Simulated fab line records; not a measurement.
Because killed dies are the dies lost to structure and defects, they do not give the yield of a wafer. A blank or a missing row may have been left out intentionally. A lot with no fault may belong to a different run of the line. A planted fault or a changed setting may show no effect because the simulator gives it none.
Split-lot study / flow berkeley-cmos170 / 23 wafers read across 5 lots, on a route 331 steps long

== SPLIT DETAILS ==
At UCB170_M1_SPUTTER_00 (material Al, target thk 600 nm, time 80 s), the setting time-s was moved away from the recipe's 80 s on 9 of the 23 wafers read, by -4.0% to +12.4%. This setting was run at the recipe's value on the other wafers.

== FROM THE SPLIT ON TO THE READING: in between, the file shows 1 step ==
- UCB170_M1_RS_MEAS_01: measures by four-point-probe

== THE READING ==
M1_AL_THK, in nm, at UCB170_M1_THK_MEAS_02 (measures by xrf). Fault-free wafers of this fab line usually give 593 nm, standard deviation 9.8 nm.

wafer=L076.1; tool, chamber at the split=pvd-sputter-04, -; time-s as run, s=86.4; against the recipe=+8.0%; M1_AL_THK, nm=632; against lot-mates on the recipe=+46
wafer=L076.2; tool, chamber at the split=pvd-sputter-04, -; time-s as run, s=86.4; against the recipe=+8.0%; M1_AL_THK, nm=631; against lot-mates on the recipe=+46
wafer=L076.3; tool, chamber at the split=pvd-sputter-04, -; time-s as run, s=86.4; against the recipe=+8.0%; M1_AL_THK, nm=637; against lot-mates on the recipe=+52
wafer=L076.5; tool, chamber at the split=pvd-sputter-04, -; time-s as run, s=80; against the recipe=recipe; M1_AL_THK, nm=590; against lot-mates on the recipe=-
wafer=L076.6; tool, chamber at the split=pvd-sputter-04, -; time-s as run, s=80; against the recipe=recipe; M1_AL_THK, nm=581; against lot-mates on the recipe=-
wafer=L078.1; tool, chamber at the split=pvd-sputter-02, -; time-s as run, s=80; against the recipe=recipe; M1_AL_THK, nm=580; against lot-mates on the recipe=-
wafer=L078.3; tool, chamber at the split=pvd-sputter-02, -; time-s as run, s=80; against the recipe=recipe; M1_AL_THK, nm=587; against lot-mates on the recipe=-
wafer=L078.4; tool, chamber at the split=pvd-sputter-02, -; time-s as run, s=80; against the recipe=recipe; M1_AL_THK, nm=579; against lot-mates on the recipe=-
wafer=L078.5; tool, chamber at the split=pvd-sputter-02, -; time-s as run, s=80; against the recipe=recipe; M1_AL_THK, nm=585; against lot-mates on the recipe=-
wafer=L078.6; tool, chamber at the split=pvd-sputter-02, -; time-s as run, s=80; against the recipe=recipe; M1_AL_THK, nm=588; against lot-mates on the recipe=-
wafer=L080.2; tool, chamber at the split=pvd-sputter-03, -; time-s as run, s=80; against the recipe=recipe; M1_AL_THK, nm=592; against lot-mates on the recipe=-
wafer=L080.3; tool, chamber at the split=pvd-sputter-03, -; time-s as run, s=76.8; against the recipe=-4.0%; M1_AL_THK, nm=580; against lot-mates on the recipe=-14
wafer=L080.4; tool, chamber at the split=pvd-sputter-03, -; time-s as run, s=76.8; against the recipe=-4.0%; M1_AL_THK, nm=564; against lot-mates on the recipe=-30
wafer=L080.5; tool, chamber at the split=pvd-sputter-03, -; time-s as run, s=80; against the recipe=recipe; M1_AL_THK, nm=595; against lot-mates on the recipe=-
wafer=L080.6; tool, chamber at the split=pvd-sputter-03, -; time-s as run, s=76.8; against the recipe=-4.0%; M1_AL_THK, nm=570; against lot-mates on the recipe=-24
wafer=L081.4; tool, chamber at the split=pvd-sputter-03, -; time-s as run, s=80; against the recipe=recipe; M1_AL_THK, nm=601; against lot-mates on the recipe=-
wafer=L081.5; tool, chamber at the split=pvd-sputter-03, -; time-s as run, s=80; against the recipe=recipe; M1_AL_THK, nm=592; against lot-mates on the recipe=-
wafer=L081.6; tool, chamber at the split=pvd-sputter-03, -; time-s as run, s=80; against the recipe=recipe; M1_AL_THK, nm=599; against lot-mates on the recipe=-
wafer=L085.2; tool, chamber at the split=pvd-sputter-04, -; time-s as run, s=89.95; against the recipe=+12.4%; M1_AL_THK, nm=668; against lot-mates on the recipe=+77
wafer=L085.3; tool, chamber at the split=pvd-sputter-04, -; time-s as run, s=89.95; against the recipe=+12.4%; M1_AL_THK, nm=662; against lot-mates on the recipe=+71
wafer=L085.4; tool, chamber at the split=pvd-sputter-04, -; time-s as run, s=80; against the recipe=recipe; M1_AL_THK, nm=592; against lot-mates on the recipe=-
wafer=L085.5; tool, chamber at the split=pvd-sputter-04, -; time-s as run, s=80; against the recipe=recipe; M1_AL_THK, nm=590; against lot-mates on the recipe=-
wafer=L085.6; tool, chamber at the split=pvd-sputter-04, -; time-s as run, s=89.95; against the recipe=+12.4%; M1_AL_THK, nm=659; against lot-mates on the recipe=+68

FIT RESULTS
A straight line over all 23 wafers: M1_AL_THK changes by +5.65 nm for each +1% of time-s; r = +0.98; the points scatter about the line by 6.4 nm.
The same after taking each lot's own level away (the mean of its wafers on the recipe; 23 wafers): +5.8 nm for each +1%; r = +0.99; scatter 4.1 nm.
Per that fit: largest time-s move, reading shift of 72 nm.
The lots' own levels span 583.8 to 597.3 nm, that is 1.4 times the standard deviation above.
Consequently the slope shifts little with the lot-to-lot level, the two slopes agreeing.
Check: for one of the wafers moved furthest among these (+12.4%), held out of the fit, the line's prediction against its lot-mates is +71.2 nm. It came out at +77 nm against them.

== ADDITIONAL SPLITS CARRIED BY THESE WAFERS ==
These wafers also went through other splits before the reading. Each is held against what the fit with the lots' levels taken away leaves over:
other split on the same wafers=UCB170_NSD_IMPLANT_08 dose-cm2; wafers away from the commonest value=11; r with M1_AL_THK (lot level and that fit taken away)=+0.24
other split on the same wafers=UCB170_SDANNEAL_RTA_00 time-s; wafers away from the commonest value=5; r with M1_AL_THK (lot level and that fit taken away)=-0.06
other split on the same wafers=UCB170_SILICIDE_SPUTTER_01 power-w; wafers away from the commonest value=8; r with M1_AL_THK (lot level and that fit taken away)=+0.00

== THE WHOLE CHAIN: every reading that the file lists as answering this split, in the file's order ==
step=UCB170_M1_SPUTTER_00; what it does=material Al, target thk 600 nm, time 80 s; reading=Al_of_M1_SPUTTER_00.thk-nm (the simulator's own value, which no gauge read); change (the file's fit)=+5.91 nm for each +1% of the setting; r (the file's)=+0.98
step=UCB170_M1_RS_MEAS_01; what it does=measures by four-point-probe; reading=M1_AL_RS; change (the file's fit)=-0.000448 for each +1% of the setting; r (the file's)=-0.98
step=UCB170_M1_THK_MEAS_02; what it does=measures by xrf; reading=M1_AL_THK; change (the file's fit)=+5.82 for each +1% of the setting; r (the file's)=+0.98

== FILE'S OWN FIT ==
M1_AL_THK changes by +5.82 nm for each +1% of time-s, r = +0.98.
